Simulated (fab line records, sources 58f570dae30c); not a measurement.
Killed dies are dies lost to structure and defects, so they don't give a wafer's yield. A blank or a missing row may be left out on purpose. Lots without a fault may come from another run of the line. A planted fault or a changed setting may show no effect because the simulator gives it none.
fab line records | flow berkeley_cmos170
record lots=5 wafers=23
route steps=331 shown PLDD@148 NSD@195 BACKSIDE@200 SDANNEAL@204 SILICIDE@211 CONTACT@217
start_h: hours from the record's first day to the start of the lot's first wafer shown | wait_h: hours since the lot's step before | " the same as in the row above | L1.1+2: a row that stands for several wafers | - no value, or no start given | * or withheld: withheld | < > ~ a bound
route shown NAME@n: a module of which the file shows steps, and the number in the route of the first | usual: mean/standard deviation of fault-free wafers | same: alike in all rows | chamber/n: place in a boat | sites: the reading at each site | _std_site: their standard deviation | _edge_site: outer sites' mean less inner sites' | radius_mm: how far each site lies from the wafer's centre | mask NAME#n: copy n | behind: the tool/chamber that last shaped the wafer | hold: why the lot was held/for how many hours/how that ended | device: the transistor (n, p or np) that didn't switch | end of line: the same wafers' tests at the end of the route | a step without rows: its recipe alone | killed: dies lost to structure and defects at the first sort, not the wafer's yield | map: a wafer's dies, x killed, . not, _ none there
set.NAME: the setting as run; set.NAME@STEP: as run at that earlier step | model.NAME: the simulator's own value behind a step, which no gauge read
lots whose settings were changed on purpose; a table a step, a row a wafer
## steps
# step UCB170_PLDD_EXPOSE_03
# recipe mask_id=PSELECT na=0.5 sigma_outer=0.6 source_shape=conventional target_cd_nm=1200 dose_mj=30
# columns lot.wafer tool chamber start_h wait_h mask set.dose_mj
L078.1+4+5 krf_scanner-01 0 185.62 0.2 PSELECT#0 27.95
L078.2+6 " 0 " " PSELECT#0 30
L080.1+4+6 krf_scanner-02 0 201.97 0.2 PSELECT#0 31.13
L080.2+5 " 0 " " PSELECT#0 30
L083.1+3+4 krf_scanner-02 0 213.43 0.2 PSELECT#0 30
L083.2+5 " 0 " " PSELECT#0 29.39
L085.1+3+5 krf_scanner-01 0 213.67 0.2 PSELECT#0 30
L082.1+3+4 krf_scanner-02 0 214.12 0.2 PSELECT#0 30
L082.2+6 " 0 " " PSELECT#0 30.73
# step UCB170_PLDD_PEB_04
# recipe peb_temp_c=130 peb_time_s=withheld resist=KrF
# step UCB170_PLDD_DEVELOP_05
# recipe developer=TMAH develop_time_s=45 resist=KrF dev_temp_c=21
# step UCB170_PLDD_CD_MEAS_06
# recipe target_cd_nm=1200
# usual cd_nm=1200.0/1.2
# columns lot.wafer tool chamber start_h wait_h set.dose_mj@PLDD_EXPOSE_03 cd_nm
L078.1 cd_sem-01 - 186.83 - 27.95 1189.3
L078.2 " - " " 30 1202.1
L078.4 " - " " 27.95 1189.0
L078.5 " - " " 27.95 1189.4
L078.6 " - " " 30 1201.1
L080.1 cd_sem-02 - 202.65 - 31.13 1207.3
L080.2 " - " " 30 1200.0
L080.4 " - " " 31.13 1208.6
L080.5 " - " " 30 1200.3
L080.6 " - " " 31.13 1206.8
L083.1 cd_sem-02 - 214.27 - 30 1200.6
L083.2 " - " " 29.39 1197.2
L083.3 " - " " 30 1201.2
L083.4 " - " " 30 1200.9
L083.5 " - " " 29.39 1197.3
L085.1 cd_sem-01 - 214.38 - 30 1200.4
L085.3 " - " " 30 1199.3
L085.5 " - " " 30 1200.6
L082.1 cd_sem-02 - 214.90 - 30 1199.4
L082.2 " - " " 30.73 1202.3
L082.3 " - " " 30 1198.4
L082.4 " - " " 30 1199.5
L082.6 " - " " 30.73 1201.9
# step UCB170_PLDD_IMPLANT_08
# recipe species=BF2 dose_cm2=5e+13 energy_kev=10 tilt_deg=7 rotation_deg=0
# step UCB170_PLDD_IMPLANT_09
# recipe species=BF2 dose_cm2=5e+13 energy_kev=10 tilt_deg=7 rotation_deg=180
# step UCB170_PLDD_STRIP_10
# recipe chemistry=O2 power_w=400 pressure_mtorr=3500 platen_temp_c=withheld o2_flow_sccm=400 overash_fraction=0.5
# usual strip_time_to_endpoint_s=21.66/0.063
# columns lot.wafer tool chamber start_h wait_h set.spin_rpm@PLDD_COAT_01 strip_time_to_endpoint_s
L078.1 plasma_asher-01 1 187.29 0.1 1500 21.58
L078.2 " 0 " " 1539 21.36
L078.4 " 0 " " 1539 21.37
L078.5 " 0 " " 1500 21.66
L078.6 " 1 " " 1500 21.69
L080.1 plasma_asher-04 0 203.10 0.1 1554 21.31
L080.2 " 1 " " 1500 21.74
L080.4 " 0 " " 1500 21.68
L080.5 " 1 " " 1500 21.75
L080.6 " 0 " " 1554 21.35
L083.1 plasma_asher-04 0 214.73 0.1 1500 21.56
L083.2 " 1 " " 1413 22.29
L083.3 " 0 " " 1500 21.69
L083.4 " 1 " " 1413 22.35
L083.5 " 0 " " 1500 21.71
L085.1 plasma_asher-01 1 214.84 0.1 1500 21.64
L085.3 " 1 " " 1500 21.67
L085.5 " 0 " " 1500 21.65
L082.1 plasma_asher-04 1 215.35 0.1 1600 20.96
L082.2 " 0 " " 1500 21.62
L082.3 " 0 " " 1500 21.67
L082.4 " 1 " " 1600 20.95
L082.6 " 1 " " 1500 21.63
# step UCB170_NSD_IMPLANT_08
# recipe species=P dose_cm2=3e+15 energy_kev=40 tilt_deg=7
# columns lot.wafer tool chamber start_h wait_h set.dose_cm2
L078.1+6 implanter-03 0 200.15 0.0 3.193e+15
L078.2+4+5 " 0 " " 3e+15
L080.1+2+4 implanter-01 0 220.14 0.0 2.833e+15
L080.5+6 " 0 " " 3e+15
L082.1+6 implanter-03 0 229.40 0.0 3.101e+15
L082.2+3+4 " 0 " " 3e+15
L083.1+2+5 implanter-04 0 229.64 0.0 2.843e+15
L083.3+4 " 0 " " 3e+15
L085.1+3+5 implanter-01 0 229.76 0.0 3e+15
# step UCB170_NSD_STRIP_09
# recipe chemistry=O2 power_w=400 pressure_mtorr=3500 platen_temp_c=withheld o2_flow_sccm=400 overash_fraction=0.5
# usual strip_time_to_endpoint_s=35.85/0.069
# columns lot.wafer tool chamber start_h wait_h set.dose_cm2@NSD_IMPLANT_08 strip_time_to_endpoint_s
L078.1 plasma_asher-04 1 200.30 0.1 3.193e+15 36.48
L078.2 " 0 " " 3e+15 35.71
L078.4 " 1 " " 3e+15 35.85
L078.5 " 1 " " 3e+15 35.78
L078.6 " 0 " " 3.193e+15 36.41
L080.1 plasma_asher-03 0 220.29 0.1 2.833e+15 35.28
L080.2 " 1 " " 2.833e+15 35.36
L080.4 " 0 " " 2.833e+15 35.35
L080.5 " 1 " " 3e+15 35.86
L080.6 " 0 " " 3e+15 35.82
L082.1 plasma_asher-01 1 229.55 0.1 3.101e+15 36.18
L082.2 " 0 " " 3e+15 35.85
L082.3 " 1 " " 3e+15 35.89
L082.4 " 0 " " 3e+15 35.84
L082.6 " 1 " " 3.101e+15 36.15
L083.1 plasma_asher-04 1 229.79 0.1 2.843e+15 35.28
L083.2 " 0 " " 2.843e+15 35.30
L083.3 " 0 " " 3e+15 35.79
L083.4 " 1 " " 3e+15 35.75
L083.5 " 1 " " 2.843e+15 35.35
L085.1 plasma_asher-03 0 229.91 0.1 3e+15 35.84
L085.3 " 1 " " 3e+15 35.91
L085.5 " 1 " " 3e+15 35.87
# step UCB170_BACKSIDE_COAT_01
# recipe resist=KrF spin_rpm=1500 resist_thk_nm=900
# columns lot.wafer tool chamber start_h wait_h set.spin_rpm model.KrF_of_BACKSIDE_COAT_01.thk_nm
L078.1 litho_track-04 0 201.10 0.1 1500 904.8
L078.2 " 0 " " 1500 903
L078.4 " 0 " " 1500 899.5
L078.5 " 0 " " 1393 935.9
L078.6 " 0 " " 1393 938.1
L080.1 litho_track-03 0 221.48 0.1 1560 882
L080.2 " 0 " " 1500 899
L080.4 " 0 " " 1500 897.5
L080.5 " 0 " " 1560 881.2
L080.6 " 0 " " 1560 880.9
L082.1 litho_track-03 0 230.27 0.1 1604 873.7
L082.2 " 0 " " 1500 903
L082.3 " 0 " " 1604 872.8
L082.4 " 0 " " 1500 905.8
L082.6 " 0 " " 1500 903.8
L083.1 litho_track-02 0 230.56 0.1 1465 908.4
L083.2 " 0 " " 1500 898.6
L083.3 " 0 " " 1465 907.9
L083.4 " 0 " " 1500 900.5
L083.5 " 0 " " 1500 897
L085.1 litho_track-03 0 230.72 0.1 1500 903.5
L085.3 " 0 " " 1500 902.7
L085.5 " 0 " " 1500 900
# step UCB170_BACKSIDE_SOFTBAKE_02
# recipe resist=KrF temp_c=130 time_s=60
# step UCB170_BACKSIDE_STRIP_03
# recipe chemistry=O2 power_w=400 pressure_mtorr=3500 platen_temp_c=withheld o2_flow_sccm=400 overash_fraction=0.5
# usual strip_time_to_endpoint_s=22.00/0.054
# columns lot.wafer tool chamber start_h wait_h set.spin_rpm@BACKSIDE_COAT_01 strip_time_to_endpoint_s
L078.1 plasma_asher-02 1 201.40 0.1 1500 22.10
L078.2 " 0 " " 1500 22.05
L078.4 " 1 " " 1500 21.96
L078.5 " 1 " " 1393 22.82
L078.6 " 0 " " 1393 22.86
L080.1 plasma_asher-04 1 221.78 0.1 1560 21.53
L080.2 " 0 " " 1500 21.94
L080.4 " 0 " " 1500 21.90
L080.5 " 0 " " 1560 21.53
L080.6 " 1 " " 1560 21.50
L082.1 plasma_asher-02 1 230.57 0.1 1604 21.34
L082.2 " 0 " " 1500 22.03
L082.3 " 1 " " 1604 21.33
L082.4 " 0 " " 1500 22.10
L082.6 " 1 " " 1500 22.07
L083.1 plasma_asher-01 0 230.86 0.1 1465 22.17
L083.2 " 1 " " 1500 21.94
L083.3 " 1 " " 1465 22.14
L083.4 " 0 " " 1500 22.00
L083.5 " 1 " " 1500 21.90
L085.1 plasma_asher-04 1 231.02 0.1 1500 22.04
L085.3 " 0 " " 1500 22.05
L085.5 " 1 " " 1500 21.97
# step UCB170_BACKSIDE_CLEAN_04
# recipe chemistry=SPM temp_c=120 time_s=600
# step UCB170_SDANNEAL_RTA_00
# recipe temp_c=900 time_s=10 ambient=N2
# step UCB170_SDANNEAL_RTA_01
# recipe temp_c=1050 time_s=5 ambient=N2
# step UCB170_SDANNEAL_RS_MEAS_03
# recipe thk_meas_gauge=four-point-probe
# usual NSD_RS=37.27/0.09
# columns lot.wafer tool chamber start_h wait_h set.dose_cm2@NSD_IMPLANT_08 NSD_RS[ohm/sq]
L078.1 film_metro-02 - 202.00 0.1 3.193e+15 36.29
L078.2 " - " " 3e+15 37.36
L078.4 " - " " 3e+15 37.20
L078.5 " - " " 3e+15 37.27
L078.6 " - " " 3.193e+15 36.24
L080.1 film_metro-03 - 222.30 0.1 2.833e+15 38.39
L080.2 " - " " 2.833e+15 38.32
L080.4 " - " " 2.833e+15 38.29
L080.5 " - " " 3e+15 37.32
L080.6 " - " " 3e+15 37.36
L082.1 film_metro-03 - 231.11 0.1 3.101e+15 36.75
L082.2 " - " " 3e+15 37.28
L082.3 " - " " 3e+15 37.44
L082.4 " - " " 3e+15 37.34
L082.6 " - " " 3.101e+15 36.74
L083.1 film_metro-01 - 231.38 0.1 2.843e+15 38.12
L083.2 " - " " 2.843e+15 38.15
L083.3 " - " " 3e+15 37.17
L083.4 " - " " 3e+15 37.20
L083.5 " - " " 2.843e+15 38.03
L085.1 film_metro-03 - 231.59 0.1 3e+15 37.25
L085.3 " - " " 3e+15 37.26
L085.5 " - " " 3e+15 37.31
# step UCB170_SILICIDE_SPUTTER_01
# recipe material=Ti target_thk_nm=30 time_s=25 power_w=1500 chamber_pressure_pa=0.5
# columns lot.wafer tool chamber start_h wait_h set.power_w model.Ti_of_SILICIDE_SPUTTER_01.thk_nm
L078.1 pvd_sputter-01 - 202.42 0.0 1648 32.46
L078.2 " - " " 1500 29.36
L078.4 " - " " 1500 29.07
L078.5 " - " " 1648 32.17
L078.6 " - " " 1648 32.18
L080.1 pvd_sputter-04 - 222.73 0.0 1346 26.53
L080.2 " - " " 1500 29.89
L080.4 " - " " 1346 26.65
L080.5 " - " " 1346 26.4
L080.6 " - " " 1500 29.38
L082.1 pvd_sputter-04 - 231.53 0.0 1500 30.03
L082.2 " - " " 1604 32.7
L082.3 " - " " 1604 32.51
L082.4 " - " " 1500 30.21
L082.6 " - " " 1500 30.49
L083.1 pvd_sputter-01 - 231.81 0.0 1500 30.19
L083.2 " - " " 1500 29.71
L083.3 " - " " 1500 29.98
L083.4 " - " " 1500 29.83
L083.5 " - " " 1500 30.15
L085.1 pvd_sputter-04 - 232.01 0.0 1500 30.38
L085.3 " - " " 1500 29.75
L085.5 " - " " 1500 29.83
# step UCB170_SILICIDE_RS_MEAS_02
# recipe thk_meas_gauge=four-point-probe reads=Ti_of_SILICIDE_SPUTTER_01
# usual SILICIDE_TI_RS=26.4/0.46
# columns lot.wafer tool chamber start_h wait_h set.power_w@SILICIDE_SPUTTER_01 SILICIDE_TI_RS[ohm/sq]
L078.1 film_metro-01 - 202.45 0.0 1648 23.8
L078.2 " - " " 1500 26.8
L078.4 " - " " 1500 27.1
L078.5 " - " " 1648 24.0
L078.6 " - " " 1648 24.0
L080.1 film_metro-04 - 222.76 0.0 1346 30.2
L080.2 " - " " 1500 26.2
L080.4 " - " " 1346 29.9
L080.5 " - " " 1346 30.4
L080.6 " - " " 1500 26.8
L082.1 film_metro-02 - 231.56 0.0 1500 26.1
L082.2 " - " " 1604 23.6
L082.3 " - " " 1604 23.8
L082.4 " - " " 1500 25.9
L082.6 " - " " 1500 25.7
L083.1 film_metro-01 - 231.84 0.0 1500 25.9
L083.2 " - " " 1500 26.4
L083.3 " - " " 1500 26.1
L083.4 " - " " 1500 26.3
L083.5 " - " " 1500 25.9
L085.1 film_metro-02 - 232.04 0.0 1500 25.8
L085.3 " - " " 1500 26.4
L085.5 " - " " 1500 26.3
# step UCB170_SILICIDE_THK_MEAS_03
# recipe thk_meas_gauge=xrf reads=Ti_of_SILICIDE_SPUTTER_01
# usual SILICIDE_TI_THK=30.1/0.46
# columns lot.wafer tool chamber start_h wait_h set.power_w@SILICIDE_SPUTTER_01 SILICIDE_TI_THK[nm]
L078.1 film_metro-01 - 202.57 0.1 1648 32.9
L078.2 " - " " 1500 29.9
L078.4 " - " " 1500 29.6
L078.5 " - " " 1648 32.6
L078.6 " - " " 1648 32.6
L080.1 film_metro-04 - 222.88 0.1 1346 26.5
L080.2 " - " " 1500 30.0
L080.4 " - " " 1346 26.8
L080.5 " - " " 1346 26.4
L080.6 " - " " 1500 29.5
L082.1 film_metro-02 - 231.68 0.1 1500 30.3
L082.2 " - " " 1604 33.0
L082.3 " - " " 1604 32.7
L082.4 " - " " 1500 30.4
L082.6 " - " " 1500 30.8
L083.1 film_metro-01 - 231.96 0.1 1500 30.6
L083.2 " - " " 1500 30.2
L083.3 " - " " 1500 30.3
L083.4 " - " " 1500 30.3
L083.5 " - " " 1500 30.6
L085.1 film_metro-02 - 232.16 0.1 1500 30.5
L085.3 " - " " 1500 29.9
L085.5 " - " " 1500 30.0
# step UCB170_CONTACT_CVD_01
# recipe material=PSG target_thk_nm=700 temp_c=450 precursor=SiH4/O2/PH3 time_s=2820 pressure_mtorr=300 sih4_flow_sccm=60 o2_flow_sccm=90 ph3_flow_sccm=25
# columns lot.wafer tool chamber start_h wait_h set.time_s model.PSG_of_CONTACT_CVD_01.thk_nm
L078.1 - - - 0.0 2627 643.4
L078.2 " - " " 2627 647.6
L078.4 " - " " 2627 645.2
L078.5 " - " " 2627 650.1
L078.6 " - " " 2627 646.8
L080.1 - - - 1.0 3007 748.2
L080.2 " - " " 3007 745.6
L080.4 " - " " 3007 747.5
L080.5 " - " " 3007 751.3
L080.6 " - " " 3007 756.8
L082.1 - - - 0.0 2973 747.7
L082.2 " - " " 2973 741.6
L082.3 " - " " 2973 749.3
L082.4 " - " " 2973 746
L082.6 " - " " 2973 743.9
L083.1 - - - 1.5 2458 606.1
L083.2 " - " " 2458 605.1
L083.3 " - " " 2458 607.6
L083.4 " - " " 2458 610.1
L083.5 " - " " 2458 607.5
L085.1 lpcvd-01 0 233.80 1.3 2820 709.1
L085.3 " 0 " " 2820 707.5
L085.5 " 0 " " 2820 705.8
# step UCB170_CONTACT_THK_MEAS_02
# recipe reads=PSG_of_CONTACT_CVD_01
# usual CONTACT_PSG_THK=701/4.3
# columns lot.wafer tool chamber start_h wait_h set.time_s@CONTACT_CVD_01 CONTACT_PSG_THK[nm]
L078.1 film_metro-03 - - - 2627 643
L078.2 " - " " 2627 648
L078.4 " - " " 2627 645
L078.5 " - " " 2627 650
L078.6 " - " " 2627 646
L080.1 film_metro-02 - - - 3007 748
L080.2 " - " " 3007 746
L080.4 " - " " 3007 748
L080.5 " - " " 3007 752
L080.6 " - " " 3007 757
L082.1 film_metro-02 - - - 2973 748
L082.2 " - " " 2973 741
L082.3 " - " " 2973 749
L082.4 " - " " 2973 746
L082.6 " - " " 2973 744
L083.1 film_metro-04 - - - 2458 606
L083.2 " - " " 2458 606
L083.3 " - " " 2458 608
L083.4 " - " " 2458 610
L083.5 " - " " 2458 608
L085.1 film_metro-02 - 235.58 0.0 2820 709
L085.3 " - " " 2820 707
L085.5 " - " " 2820 706
# step UCB170_CONTACT_SOFTBAKE_11
# recipe resist=KrF temp_c=130 time_s=60
# columns lot.wafer tool chamber start_h wait_h set.time_s
L078.1+2+5 litho_track-03 0 - - 54.95
L078.4+6 " 0 " " 60
L080.1+2+4+5+6 litho_track-01 0 - - 60
L082.1+3+6 litho_track-03 0 - - 57.71
L082.2+4 " 0 " " 60
L085.1+3+5 litho_track-02 0 - - 60
L083.1+5 litho_track-03 0 - - 65.43
L083.2+3+4 " 0 " " 60
# step UCB170_CONTACT_EXPOSE_12
# recipe mask_id=CONT target_cd_nm=700 na=0.5 sigma_outer=0.6 source_shape=conventional dose_mj=35
# step UCB170_CONTACT_PEB_13
# recipe peb_temp_c=130 peb_time_s=withheld resist=KrF
# step UCB170_CONTACT_ETCH_17
# recipe chemistry=N2/H2 target_depth_a=withheld overetch_a=withheld target=BARC time_s=withheld source_w=500 bias_w=100 pressure_mtorr=30 n2_flow_sccm=100 h2_flow_sccm=200
# step UCB170_CONTACT_ETCH_18
# recipe chemistry=CHF3/CF4/Ar target=PSG stop_on=TiSi2 CHF3_flow_sccm=45 cf4_flow_sccm=15 Ar_flow_sccm=150 pressure_mtorr=200 rf_w=700 target_depth_a=8400 over_etch_frac=0.2 time_s=195
# columns lot.wafer tool chamber start_h wait_h set.time_s@CONTACT_CVD_01 model.etch.depth_nm model.CONTACT.feature_depth_nm
L078.1 rie_diel-01 0 - - 2627 643.4 643.4
L078.2 " 1 " " 2627 - 647.6
L078.4 " 3 " " 2627 645.2 645.2
L078.5 " 1 " " 2627 650.1 650.1
L078.6 " 2 " " 2627 - 646.8
L080.1 rie_diel-02 2 - - 3007 748.2 748.2
L080.2 " 1 " " 3007 - 745.6
L080.4 " 3 " " 3007 747.5 747.5
L080.5 " 2 " " 3007 - 751.3
L080.6 " 1 " " 3007 - 756.8
L082.1 rie_diel-01 1 - - 2973 747.7 747.7
L082.2 " 2 " " 2973 741.6 741.6
L082.3 " 0 " " 2973 - 749.3
L082.4 " 3 " " 2973 - 746
L082.6 " 2 " " 2973 743.9 743.9
L085.1 rie_diel-02 3 - - 2820 709.1 709.1
L085.3 " 0 " " 2820 707.5 707.5
L085.5 " 0 " " 2820 705.8 705.8
L083.1 rie_diel-01 3 - - 2458 606.1 606.1
L083.2 " 2 " " 2458 - 605.1
L083.3 " 0 " " 2458 607.6 607.6
L083.4 " 1 " " 2458 610.1 610.1
L083.5 " 3 " " 2458 - 607.5
## key
split step=UCB170_PLDD_EXPOSE_03 setting=dose_mj stated=30 by=wafer
response step=UCB170_PLDD_CD_MEAS_06 reading=cd_nm change=+1.79 per=1% r=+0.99
split step=UCB170_NSD_IMPLANT_08 setting=dose_cm2 stated=3e+15 by=wafer
response step=UCB170_NSD_STRIP_09 reading=strip_time_to_endpoint_s change=* per=1% r=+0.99
response step=UCB170_SDANNEAL_RS_MEAS_03 reading=NSD_RS change=-0.17 per=1% r=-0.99
split step=UCB170_BACKSIDE_COAT_01 setting=spin_rpm stated=1500 by=wafer
response step=UCB170_BACKSIDE_COAT_01 reading=model.KrF_of_BACKSIDE_COAT_01.thk_nm change=-4.58 per=1% r=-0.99
response step=UCB170_BACKSIDE_STRIP_03 reading=strip_time_to_endpoint_s change=* per=1% r=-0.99
split step=UCB170_SILICIDE_SPUTTER_01 setting=power_w stated=1500 by=wafer
response step=UCB170_SILICIDE_SPUTTER_01 reading=model.Ti_of_SILICIDE_SPUTTER_01.thk_nm change=+0.313 per=1% r=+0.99
response step=UCB170_SILICIDE_RS_MEAS_02 reading=SILICIDE_TI_RS change=-0.329 per=1% r=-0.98
response step=UCB170_SILICIDE_THK_MEAS_03 reading=SILICIDE_TI_THK change=+0.313 per=1% r=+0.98
split step=UCB170_CONTACT_CVD_01 setting=time_s stated=2820 by=lot
response step=UCB170_CONTACT_CVD_01 reading=model.PSG_of_CONTACT_CVD_01.thk_nm change=+7.55 per=1% r=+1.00
response step=UCB170_CONTACT_THK_MEAS_02 reading=CONTACT_PSG_THK change=+7.55 per=1% r=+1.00
response step=UCB170_CONTACT_ETCH_18 reading=model.etch.depth_nm change=+7.49 per=1% r=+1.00
response step=UCB170_CONTACT_ETCH_18 reading=model.CONTACT.feature_depth_nm change=+7.55 per=1% r=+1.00
split step=UCB170_CONTACT_SOFTBAKE_11 setting=time_s stated=60 by=wafer
response none clear
split outside_this_file step=UCB170_PLDD_COAT_01 setting=spin_rpm
# split outside_this_file: this setting was split too, and the file shows its column; the key of that split is in another file
